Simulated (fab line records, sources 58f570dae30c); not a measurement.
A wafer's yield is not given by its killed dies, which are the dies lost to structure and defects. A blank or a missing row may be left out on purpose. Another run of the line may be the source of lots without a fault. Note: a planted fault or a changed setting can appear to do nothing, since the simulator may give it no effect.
Problem report, 8D (eight disciplines) form, completed by code -- flow berkeley cmos170 -- the parts of the form that need people (team, actions taken, sign-off) are left out

== 1. WHAT WENT WRONG ==
Wafers free of any fault read 1 nm (standard deviation 6.5) for NSD_OVL at UCB170_NSD_OVL_MEAS_07, against a mean of -160 nm on 6 wafers of 2 lots. That is -25 standard deviations from the usual mean.
First seen on wafer L916.1, day 8 13:32, on overlay-02. The record holds 42 wafers of 14 lots with a number at this step. Rule for "out" (also "out of limits"): further than 4 standard deviations from the usual mean. The rest of the wafers with a number are treated as sound.

== 2. WHAT IT IS AND WHAT IT IS NOT ==
question,is,is not
which readings at this step,NSD_OVL,-
which lots,"L916, L919","L911, L912, L913, L914, L915, L917, L921, L922, L924, L925, L927, L930"
which wafers of those lots,all that have a number,-
read on which gauges,"overlay-01, overlay-02",-
when,from day 8 13:32,"up to then (18 sound wafers); but 18 sound wafers of L921, L922, L924, L925, L927, L930 came after"

== 3. WHAT RULES OUT EACH SUSPECT ==
Counting: a tool at any process step up to the reading remains a suspect when it ran all the lots that are out and ran no sound lot after the first of those.
- the gauge at UCB170_NSD_OVL_MEAS_07: ruled out. 2 gauges (overlay-01, overlay-02) read the wafers that are out.
- krf scanner-02 at UCB170_NSD_EXPOSE_03 (exposes mask NSELECT MOD, target cd 1200 nm): kept. All lots that are out passed through it, beginning with L916 at day 8 12:31, and no sound lot followed; its final sound lot before that point was L915 at day 8 11:56.
After counting, what remains is krf scanner-02 at UCB170_NSD_EXPOSE_03.

== 4. THE CAUSE (what the simulator had put in) ==
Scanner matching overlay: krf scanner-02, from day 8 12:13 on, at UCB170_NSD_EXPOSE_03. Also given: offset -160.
After counting, this tool was the only one left.

== 5. THE CHAIN OF EFFECTS, in route order ==
Rows list readings where the struck wafers' mean (over those with a number) sits beyond 3 standard deviations from the usual. Only readings whose record carries a usual standard deviation are examined. hours: median over the lots of the time between each lot's start at the first step of this table that gives one and its start at this step. sigmas: the change, counted in usual standard deviations.
hours,step,reading,usual,on struck wafers,change,sigmas
0,UCB170_NSD_OVL_MEAS_07,NSD_OVL,1 nm,-160,-162,-25
Later measuring or inspecting steps at which every struck wafer that the step has a row for has a number for every such reading, and none has moved that far: UCB170_M2_OVL_MEAS_16, UCB170_M3_CD_MEAS_90.

== 6. WHAT WOULD HAVE CAUGHT IT SOONER ==
In this record the first reading out of limits at a measuring or inspecting step was taken at day 8 13:32, 1 hour after the fault began at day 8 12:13.
Lots out: 2; of these, L919 started UCB170_NSD_EXPOSE_03 on krf scanner-02 after day 8 13:32. A tool hold placed at that time would have kept it from harm.
